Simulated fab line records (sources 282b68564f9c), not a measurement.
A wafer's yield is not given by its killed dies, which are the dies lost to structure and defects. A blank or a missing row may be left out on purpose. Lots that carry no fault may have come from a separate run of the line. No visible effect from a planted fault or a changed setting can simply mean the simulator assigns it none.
fab line records	flow rit-cmos
record lots=5	wafers=15	last-day=7
route steps=202 shown GATE@84 REOX@98 NLDD@103 PLDD@114 SPACER@125 M1@202
lots with no fault: from the same line, run without faults
start-h: hours from the record's first day to the start of the lot's first wafer shown	wait-h: hours since the lot's step before	" identical to the entry in the row above	L1.1+2: a row that stands for several wafers	- no value, or no start given	* or withheld: withheld	< > ~ a bound
route shown NAME@n: NAME is a module with steps in the file, n the number in the route of the first one	usual: average and standard deviation across the fault-free wafers	same: alike in all rows	chamber/n: place in a boat	sites: the reading at each site	_std_site: standard deviation across them	_edge_site: inner sites' mean taken away from outer sites' mean	radius-mm: for every site, how far away it sits from the centre of the wafer	mask NAME#n: copy n	behind: the most recent tool/chamber to have shaped the wafer	hold: why the lot went on hold/how many hours it stayed there/how the hold came to an end	device: the n, p or np transistor that did not switch	end of line: the tests these same wafers got at the end of their route	for a step that has no rows: nothing shown but its recipe	killed: dies that structure and defects cost at the first sort, which is not the same as the wafer's yield	map: per-die view of a wafer (x killed, . not killed, _ where there is no die)
set.NAME: the run value of the setting; set.NAME@STEP: its run value at that earlier step	model.NAME: the simulator's own value behind a step, which no gauge read
lots at selected steps of the route; one table per step, one row per wafer
services: from which hour (start-h, from the record's first day; less than 0 if before it) a tool's chamber was out of use, for how many hours, and why
## steps
# step RIT_GATE_CVD_08
# recipe material=poly-Si	target-thk-nm=250	temp-c=610	precursor=SiH4	time-s=2220	pressure-mtorr=300	sih4-flow-sccm=100
# step RIT_GATE_THK_MEAS_09
# recipe reads=poly-Si_of_GATE_CVD_08
# usual GATE_POLY_THK=249.5/2.4
lot.wafer	tool	chamber	start-h	wait-h	GATE_POLY_THK[nm]
L490.2	film-metro-01	-	90.06	0.0	248.1
L490.5	"	-	"	"	248.7
L490.6	"	-	"	"	249.9
L494.2	film-metro-03	-	114.47	0.0	253.9
L494.5	"	-	"	"	253.6
L494.6	"	-	"	"	254.3
L495.1	film-metro-04	-	115.78	0.0	249.9
L495.2	"	-	"	"	250.8
L495.3	"	-	"	"	250.8
L499.1	film-metro-01	-	140.03	0.0	251.4
L499.3	"	-	"	"	252.7
L499.6	"	-	"	"	252.1
L501.3	film-metro-01	-	145.32	0.0	248.5
L501.5	"	-	"	"	249.0
L501.6	"	-	"	"	248.5
# step RIT_GATE_HMDS_10
# recipe prime-time-s=60	prime-temp-c=140
# step RIT_GATE_COAT_11
# recipe resist=NOVOLAK	spin-rpm=4250	resist-thk-nm=855.5
# step RIT_GATE_SOFTBAKE_12
# recipe resist=NOVOLAK	temp-c=90	time-s=60
# step RIT_GATE_EXPOSE_13
# recipe mask-id=M6	na=0.6	source-shape=conventional	sigma-outer=0.6	target-cd-nm=150	dose-mj=380
# step RIT_GATE_PEB_14
# recipe resist=NOVOLAK	temp-c=withheld	time-s=withheld
# step RIT_GATE_DEVELOP_15
# recipe resist=NOVOLAK	develop-time-s=50	dev-temp-c=23
# step RIT_GATE_CD_MEAS_16
# recipe target-cd-nm=150
# usual cd-nm=149.6/1.8
lot.wafer	tool	chamber	start-h	wait-h	cd-nm
L490.2	cd-sem-02	-	90.98	-	150.4
L490.5	"	-	"	"	151.2
L490.6	"	-	"	"	149.4
L494.2	cd-sem-02	-	115.61	-	148.9
L494.5	"	-	"	"	145.9
L494.6	"	-	"	"	147.4
L495.1	cd-sem-02	-	116.74	-	148.5
L495.2	"	-	"	"	149.8
L495.3	"	-	"	"	149.1
L499.1	cd-sem-01	-	141.07	-	147.7
L499.3	"	-	"	"	147.1
L499.6	"	-	"	"	147.3
L501.3	cd-sem-02	-	146.25	-	150.5
L501.5	"	-	"	"	151.7
L501.6	"	-	"	"	149.6
# step RIT_GATE_OVL_MEAS_17
# usual GATE_OVL=1.4/1.2
lot.wafer	tool	chamber	start-h	wait-h	GATE_OVL[nm]
L490.2	overlay-01	-	91.09	0.1	3.5
L490.5	"	-	"	"	3.0
L490.6	"	-	"	"	3.3
L494.2	overlay-01	-	115.71	0.1	2.4
L494.5	"	-	"	"	1.0
L494.6	"	-	"	"	1.1
L495.1	overlay-01	-	116.86	0.1	3.4
L495.2	"	-	"	"	-0.1
L495.3	"	-	"	"	2.0
L499.1	overlay-01	-	141.19	0.1	2.6
L499.3	"	-	"	"	1.4
L499.6	"	-	"	"	1.3
L501.3	overlay-02	-	146.35	0.1	0.2
L501.5	"	-	"	"	-0.4
L501.6	"	-	"	"	0.2
# step RIT_GATE_HARDBAKE_18
# recipe resist=NOVOLAK	temp-c=140	time-s=60
# step RIT_GATE_ETCH_19
# recipe chemistry=SF6/CHF3/O2	time-s=165	SF6_flow_sccm=30	CHF3_flow_sccm=30	O2_flow_sccm=5	target=poly-Si	pressure-mtorr=40	rf-w=160	target-depth-a=3125	over-etch-frac=0.25	stop-on=SiO2
# usual chamber-pressure-mTorr=40.00/0.036	drypump-motor-current-A=5.8/0.42	oes-product-au=0.850/0.0086	throttle-valve-pct=10.23/0.12
lot.wafer	tool	chamber	start-h	wait-h	chamber-pressure-mTorr	drypump-motor-current-A	oes-product-au	rf-hours-counter-h	throttle-valve-pct
L490.2	rie-si-01	2	91.27	0.1	39.94	5.6	0.834	1	10.31
L490.5	"	2	"	"	40.00	5.6	0.841	-	10.32
L490.6	"	0	"	"	39.97	5.9	0.847	-	10.22
L494.2	rie-si-01	0	115.89	0.1	39.95	5.9	0.855	3	10.24
L494.5	"	0	"	"	39.99	5.9	0.854	-	10.22
L494.6	"	3	"	"	40.09	5.4	0.858	-	10.15
L495.1	rie-si-02	3	117.05	0.1	39.99	5.8	0.857	148	10.31
L495.2	"	1	"	"	40.02	6.5	0.848	69	10.25
L495.3	"	2	"	"	40.04	5.6	0.843	143	10.17
L499.1	rie-si-02	1	141.37	0.1	39.97	6.5	0.861	69	10.25
L499.3	"	0	"	"	39.98	5.3	0.864	145	10.43
L499.6	"	2	"	"	39.99	5.6	0.851	-	10.16
L501.3	rie-si-02	2	146.52	0.1	40.00	5.6	0.843	143	10.15
L501.5	"	3	"	"	39.97	5.8	0.844	-	10.30
L501.6	"	2	"	"	39.95	5.6	0.837	-	10.17
# step RIT_GATE_STRIP_20
# recipe chemistry=O2	time-s=180	resist=NOVOLAK	platen-temp-c=withheld	power-w=500	pressure-mtorr=4000	o2-flow-sccm=4000
# usual chamber-pressure-mTorr=4000/3.5	drypump-motor-current-A=5.6/0.48
lot.wafer	tool	chamber	start-h	wait-h	chamber-pressure-mTorr	drypump-motor-current-A	rf-hours-counter-h
L490.2	plasma-asher-03	0	91.38	0.1	4001	6.4	28
L490.5	"	0	"	"	3994	6.4	-
L490.6	"	1	"	"	4001	5.2	-
L494.2	plasma-asher-04	0	116.00	0.1	3997	5.5	50
L494.5	"	1	"	"	4007	5.0	-
L494.6	"	0	"	"	3996	5.5	-
L495.1	plasma-asher-03	0	117.16	0.1	4001	6.3	31
L495.2	"	1	"	"	4006	5.2	31
L495.3	"	1	"	"	4007	5.2	-
L499.1	plasma-asher-04	1	141.48	0.1	3997	5.0	53
L499.3	"	0	"	"	4001	5.4	-
L499.6	"	0	"	"	3994	5.5	-
L501.3	plasma-asher-03	0	146.69	0.1	4000	6.4	-
L501.5	"	0	"	"	4008	6.4	-
L501.6	"	1	"	"	3998	5.2	-
# step RIT_GATE_CD_MEAS_90
# recipe target-cd-nm=150
# usual cd-nm=149.6/1.8
lot.wafer	tool	chamber	start-h	wait-h	cd-nm
L490.2	cd-sem-01	-	91.57	0.1	150.3
L490.5	"	-	"	"	151.1
L490.6	"	-	"	"	149.7
L494.2	cd-sem-01	-	116.20	0.1	149.1
L494.5	"	-	"	"	146.1
L494.6	"	-	"	"	147.3
L495.1	cd-sem-01	-	117.33	0.1	148.7
L495.2	"	-	"	"	149.7
L495.3	"	-	"	"	149.0
L499.1	cd-sem-02	-	141.66	0.1	148.4
L499.3	"	-	"	"	147.0
L499.6	"	-	"	"	147.1
L501.3	cd-sem-01	-	146.84	0.1	150.2
L501.5	"	-	"	"	151.9
L501.6	"	-	"	"	150.1
# step RIT_REOX_CLEAN_00
# recipe chemistry=SC1	mix=3:3:50	time-s=600	temp-c=73.77
# step RIT_REOX_CLEAN_01
# recipe chemistry=dHF	dilution=50:1	time-s=30
# step RIT_REOX_CLEAN_02
# recipe chemistry=SC2	mix=3:3:50	time-s=600	temp-c=75	dry=n2-spin
# step RIT_REOX_OXIDATION_03
# recipe temp-c=900	ambient=O2	target-thk-a=252	ox-time-s=5580
# step RIT_REOX_THK_MEAS_04
# recipe reads=SiO2_of_REOX_OXIDATION_03
# usual REOX_OXIDE_THK=25.4/0.54
lot.wafer	tool	chamber	start-h	wait-h	REOX_OXIDE_THK[nm]
L490.2	film-metro-04	-	95.29	0.0	25.8
L490.5	"	-	"	"	26.1
L490.6	"	-	"	"	25.5
L494.2	film-metro-02	-	119.61	0.0	26.3
L494.5	"	-	"	"	26.0
L494.6	"	-	"	"	26.5
L495.1	film-metro-01	-	120.37	0.0	25.6
L495.2	"	-	"	"	25.0
L495.3	"	-	"	"	25.2
L499.1	film-metro-02	-	144.69	0.0	25.6
L499.3	"	-	"	"	25.0
L499.6	"	-	"	"	25.1
L501.3	film-metro-01	-	149.86	0.0	25.1
L501.5	"	-	"	"	24.8
L501.6	"	-	"	"	24.7
# step RIT_NLDD_HMDS_00
# recipe prime-time-s=60	prime-temp-c=140
# step RIT_NLDD_COAT_01
# recipe resist=NOVOLAK	spin-rpm=3250	resist-thk-nm=1000
# step RIT_NLDD_SOFTBAKE_02
# recipe resist=NOVOLAK	temp-c=90	time-s=60
# step RIT_NLDD_EXPOSE_03
# recipe mask-id=M7	na=0.57	target-cd-nm=40700	dose-mj=250
# step RIT_NLDD_PEB_04
# recipe resist=NOVOLAK	temp-c=withheld	time-s=withheld
# step RIT_NLDD_DEVELOP_05
# recipe resist=NOVOLAK	develop-time-s=50	dev-temp-c=23
# step RIT_NLDD_OVL_MEAS_06
# usual NLDD_OVL=1.6/1.4
lot.wafer	tool	chamber	start-h	wait-h	NLDD_OVL[nm]
L490.2	overlay-02	-	96.54	-	0.8
L490.5	"	-	"	"	1.9
L490.6	"	-	"	"	-0.3
L494.2	overlay-02	-	120.64	-	0.4
L494.5	"	-	"	"	0.6
L494.6	"	-	"	"	0.4
L495.1	overlay-01	-	121.41	-	-0.4
L495.2	"	-	"	"	0.7
L495.3	"	-	"	"	1.6
L499.1	overlay-01	-	145.68	-	0.8
L499.3	"	-	"	"	0.1
L499.6	"	-	"	"	1.1
L501.3	overlay-02	-	150.79	-	-0.1
L501.5	"	-	"	"	-2.2
L501.6	"	-	"	"	1.8
# step RIT_NLDD_HARDBAKE_07
# recipe resist=NOVOLAK	temp-c=140	time-s=60
# step RIT_NLDD_IMPLANT_08
# recipe species=P	energy-kev=20	dose-cm2=5.08e+14	tilt-deg=7
# step RIT_NLDD_STRIP_09
# recipe chemistry=O2	time-s=180	resist=NOVOLAK	platen-temp-c=withheld	power-w=500	pressure-mtorr=4000	o2-flow-sccm=4000
# usual chamber-pressure-mTorr=4000/3.6	drypump-motor-current-A=5.6/0.45
lot.wafer	tool	chamber	start-h	wait-h	chamber-pressure-mTorr	drypump-motor-current-A	rf-hours-counter-h
L490.2	plasma-asher-03	0	97.01	0.1	3995	6.3	29
L490.5	"	0	"	"	4000	6.4	-
L490.6	"	1	"	"	3999	5.2	-
L494.2	plasma-asher-03	1	120.97	0.1	4005	5.2	31
L494.5	"	1	"	"	3994	5.2	-
L494.6	"	0	"	"	4004	6.3	-
L495.1	plasma-asher-02	0	121.74	0.1	4001	5.8	47
L495.2	"	1	"	"	3999	5.8	47
L495.3	"	1	"	"	3995	5.8	-
L499.1	plasma-asher-04	1	146.02	0.1	3998	4.9	54
L499.3	"	0	"	"	3996	5.5	-
L499.6	"	1	"	"	3999	5.0	-
L501.3	plasma-asher-02	0	151.18	0.1	4000	5.8	-
L501.5	"	1	"	"	4002	5.8	-
L501.6	"	0	"	"	3997	5.8	-
# step RIT_NLDD_TW_MEAS_10
# usual NLDD_TW=2490/22
lot.wafer	tool	chamber	start-h	wait-h	NLDD_TW
L490.2	film-metro-02	-	97.19	0.1	2471
L490.5	"	-	"	"	2469
L490.6	"	-	"	"	2464
L494.2	film-metro-02	-	121.16	0.1	2461
L494.5	"	-	"	"	2483
L494.6	"	-	"	"	2464
L495.1	film-metro-03	-	121.92	0.1	2471
L495.2	"	-	"	"	2469
L495.3	"	-	"	"	2467
L499.1	film-metro-04	-	146.20	0.1	2510
L499.3	"	-	"	"	2510
L499.6	"	-	"	"	2513
L501.3	film-metro-03	-	151.31	0.1	2476
L501.5	"	-	"	"	2473
L501.6	"	-	"	"	2468
# step RIT_PLDD_HMDS_00
# recipe prime-time-s=60	prime-temp-c=140
# step RIT_PLDD_COAT_01
# recipe resist=NOVOLAK	spin-rpm=3250	resist-thk-nm=1000
# step RIT_PLDD_SOFTBAKE_02
# recipe resist=NOVOLAK	temp-c=90	time-s=60
# step RIT_PLDD_EXPOSE_03
# recipe mask-id=M8	na=0.57	target-cd-nm=40900	dose-mj=250
# step RIT_PLDD_PEB_04
# recipe resist=NOVOLAK	temp-c=withheld	time-s=withheld
# step RIT_PLDD_DEVELOP_05
# recipe resist=NOVOLAK	develop-time-s=50	dev-temp-c=23
# step RIT_PLDD_OVL_MEAS_06
# usual PLDD_OVL=1.1/1.4
lot.wafer	tool	chamber	start-h	wait-h	PLDD_OVL[nm]
L490.2	overlay-02	-	98.23	-	0.9
L490.5	"	-	"	"	0.6
L490.6	"	-	"	"	0.7
L494.2	overlay-01	-	122.28	-	0.6
L494.5	"	-	"	"	0.8
L494.6	"	-	"	"	0.2
L495.1	overlay-01	-	122.83	-	2.3
L495.2	"	-	"	"	0.6
L495.3	"	-	"	"	1.3
L499.1	overlay-01	-	147.23	-	0.4
L499.3	"	-	"	"	0.0
L499.6	"	-	"	"	1.3
L501.3	overlay-02	-	152.21	-	1.1
L501.5	"	-	"	"	2.5
L501.6	"	-	"	"	3.0
# step RIT_PLDD_HARDBAKE_07
# recipe resist=NOVOLAK	temp-c=140	time-s=60
# step RIT_PLDD_IMPLANT_08
# recipe species=BF2	energy-kev=19.81	dose-cm2=9e+14	tilt-deg=7
# step RIT_PLDD_STRIP_09
# recipe chemistry=O2	time-s=180	resist=NOVOLAK	platen-temp-c=withheld	power-w=500	pressure-mtorr=4000	o2-flow-sccm=4000
# usual chamber-pressure-mTorr=4000/3.8	drypump-motor-current-A=5.5/0.34
lot.wafer	tool	chamber	start-h	wait-h	chamber-pressure-mTorr	drypump-motor-current-A	rf-hours-counter-h
L490.2	plasma-asher-01	1	98.56	0.1	3998	6.0	46
L490.5	"	0	"	"	4001	5.6	-
L490.6	"	1	"	"	3997	6.0	-
L494.2	plasma-asher-04	0	122.61	0.1	3999	5.4	51
L494.5	"	1	"	"	4001	5.0	-
L494.6	"	0	"	"	3995	5.4	-
L495.1	plasma-asher-01	0	123.16	0.1	4001	5.6	1
L495.2	"	1	"	"	4000	6.0	1
L495.3	"	0	"	"	4005	5.6	-
L499.1	plasma-asher-04	1	147.57	0.1	3997	4.9	54
L499.3	"	1	"	"	3998	4.9	-
L499.6	"	1	"	"	3997	4.9	-
L501.3	plasma-asher-04	0	152.60	0.1	3995	5.5	-
L501.5	"	1	"	"	4004	4.9	-
L501.6	"	0	"	"	3995	5.5	-
# step RIT_PLDD_TW_MEAS_10
# usual PLDD_TW=2332/21
lot.wafer	tool	chamber	start-h	wait-h	PLDD_TW
L490.2	film-metro-04	-	98.74	0.1	2334
L490.5	"	-	"	"	2346
L490.6	"	-	"	"	2342
L494.2	film-metro-03	-	122.79	0.1	2315
L494.5	"	-	"	"	2291
L494.6	"	-	"	"	2296
L495.1	film-metro-03	-	123.34	0.1	2304
L495.2	"	-	"	"	2303
L495.3	"	-	"	"	2308
L499.1	film-metro-04	-	147.74	0.1	2355
L499.3	"	-	"	"	2335
L499.6	"	-	"	"	2354
L501.3	film-metro-02	-	152.73	0.1	2306
L501.5	"	-	"	"	2318
L501.6	"	-	"	"	2316
# step RIT_SPACER_CLEAN_00
# recipe chemistry=SC1	mix=3:3:50	time-s=600	temp-c=75
# step RIT_M1_PROBE_99
# usual killed-at-contacts=0.1/0.25	killed-at-front-end=7.1/2.9	killed-dies=7.2/2.9	killed-on-rim=2.0/1.3	killed-open=3.6/1.9	killed-short=3.5/1.9
# same gross-dies=264	killed_at_M0_to_M3=0	killed_at_M4_up=0	killed-at-back-side=0	killed-at-other=0
lot.wafer	tool	chamber	start-h	wait-h	hold	killed-at-contacts	killed-at-front-end	killed-dies	killed-on-rim	killed-open	killed-short
L490.2	prober-02	-	116.37	0.1	-	0	6	6	2	2	4
L490.5	prober-02	-	116.52	0.2	-	0	7	7	3	3	4
L490.6	prober-02	-	116.57	0.2	-	0	10	10	1	8	2
L495.1	prober-01	-	138.00	0.1	-	0	9	9	2	2	7
L495.2	prober-01	-	138.05	0.1	-	0	4	4	2	3	1
L495.3	prober-01	-	138.10	0.2	-	0	2	2	0	1	1
L494.2	prober-02	-	138.05	0.1	-	0	7	7	3	3	4
L494.5	prober-02	-	138.20	0.2	-	0	3	3	1	1	2
L494.6	prober-02	-	138.25	0.2	-	1	10	11	3	4	7
L499.1	prober-01	-	161.14	0.1	await-dispo/1.8h/release	0	32	32	6	5	4
L499.3	prober-01	-	161.24	0.2	await-dispo/1.8h/release	0	9	9	2	6	3
L499.6	prober-01	-	161.39	0.2	await-dispo/1.8h/release	0	10	10	2	6	4
L501.3	prober-02	-	168.08	0.2	-	0	7	7	2	3	4
L501.5	prober-02	-	168.18	0.2	-	0	4	4	2	3	1
L501.6	prober-02	-	168.23	0.2	-	0	6	6	0	1	5
# killed by level:class
L490.2 GATE:geometric-particle:short=3 GATE:geometric-particle:open=1 REOX:geometric-particle:open=1 SILICIDE:geometric-particle:short=1
L490.5 SILICIDE:geometric-particle:open=2 FOX1:geometric-particle:short=1 GATE:geometric-particle:open=1 GATE:geometric-particle:short=1 REOX:geometric-particle:short=1 SILICIDE:geometric-particle:short=1
L490.6 GATE:geometric-particle:open=3 REOX:geometric-particle:open=3 GATE:geometric-particle:short=2 FOX1:geometric-particle:open=1 SILICIDE:geometric-particle:open=1
L495.1 SPACER:geometric-particle:short=3 FOX1:geometric-particle:open=2 FOX2:geometric-particle:short=2 GATE:geometric-particle:short=2
L494.2 GATE:geometric-particle:short=3 GATE:geometric-particle:open=2 FOX2:geometric-particle:open=1 REOX:geometric-particle:short=1
L495.2 GATE:geometric-particle:open=2 SPACER:geometric-particle:open=1 SPACER:geometric-particle:short=1
L495.3 GATE:geometric-particle:open=1 SPACER:geometric-particle:short=1
L494.5 GATE:geometric-particle:open=1 REOX:geometric-particle:short=1 SPACER:geometric-particle:short=1
L494.6 GATE:geometric-particle:open=2 REOX:geometric-particle:short=2 REOX:geometric-particle:open=2 SPACER:geometric-particle:short=2 GATE:geometric-particle:short=1 SILICIDE:geometric-particle:short=1 CONTACT:geometric-particle:short=1
L499.1 GATE:unspecified=22 REOX:geometric-particle:open=3 GATE:geometric-particle:open=2 GATE:geometric-particle:short=2 FOX2:geometric-particle:short=1 SILICIDE:geometric-particle:short=1 GATE:coat-microbubble-printed=1
L499.3 GATE:geometric-particle:open=4 FOX1:geometric-particle:short=2 FOX1:geometric-particle:open=2 SPACER:geometric-particle:short=1
L499.6 FOX1:geometric-particle:open=2 FOX2:geometric-particle:short=2 GATE:geometric-particle:open=2 REOX:geometric-particle:open=2 GATE:geometric-particle:short=1 REOX:geometric-particle:short=1
L501.3 GATE:geometric-particle:open=3 GATE:geometric-particle:short=2 FOX2:geometric-particle:short=1 SPACER:geometric-particle:short=1
L501.5 GATE:geometric-particle:open=3 FOX1:geometric-particle:short=1
L501.6 GATE:geometric-particle:short=4 FOX2:geometric-particle:short=1 GATE:geometric-particle:open=1
# map L499.1 (x killed, . not)
________......._______
_____..x..........____
____.xx....x.......___
___.xxxxxxx.........__
__.xxxxxx.x.........._
__..xxxxx.x.........._
_.....x..x............
_.....................
_.....................
_................x....
__.................x._
__.........x........._
___.............x...__
____x..............___
_____.............____
________...x..._______
# map L494.6 (x killed, . not)
________......._______
_____..x.x........____
____...............___
___..........x......__
__..................._
__...........x......._
_.....................
_...........x.........
_x.....x..............
_................x....
__..................x_
__....x.............._
___.................__
____..........x....___
_____.............____
________......._______
## services
tool	chamber	start-h	hours	kind
rie-si-01	3	89.50	4.9	repair
rie-si-01	0	94.70	4.2	repair
plasma-asher-01	-	108.75	9.0	pm
plasma-asher-01	0	108.75	9.0	vent-cycle
plasma-asher-01	1	108.75	9.0	vent-cycle
plasma-asher-02	-	109.32	2.8	pm
plasma-asher-01	0	117.75	-	clean
plasma-asher-01	1	117.75	-	clean
rie-si-02	3	121.22	-	clean
rie-si-02	3	121.22	23.3	scheduled-down
rie-si-02	3	121.22	23.3	vent-cycle
rie-si-01	0	125.31	16.7	repair
rie-si-02	0	144.48	-	clean
rie-si-02	0	144.48	27.3	scheduled-down
rie-si-02	0	144.48	27.3	vent-cycle
## key
first-sign step=RIT_M1_PROBE_99	reading=killed-at-front-end	direction=up	sigmas=8.5	usual=7.1	struck=32
effect step=RIT_M1_PROBE_99	reading=killed-dies	direction=up	sigmas=8.5	usual=7.2	struck=32
met-at RIT_GATE_STRIP_20
struck-wafers L499.1
tester-left-out L499
onset-between 116.00 141.48
fault kind=chamber-particle-source	tool=plasma-asher-04	chamber=1	onset-h=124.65	steps=RIT_GATE_STRIP_20	rate-per-visit-cm2=0.45752	end-h=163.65
# tester-left-out: of these lots the tester's yield and bins aren't shown, on N5 and GAA mostly nor the transistor test; their killed dies are dies lost to structure and defects alone, not to doping, threshold or leakage, so they don't give the yield
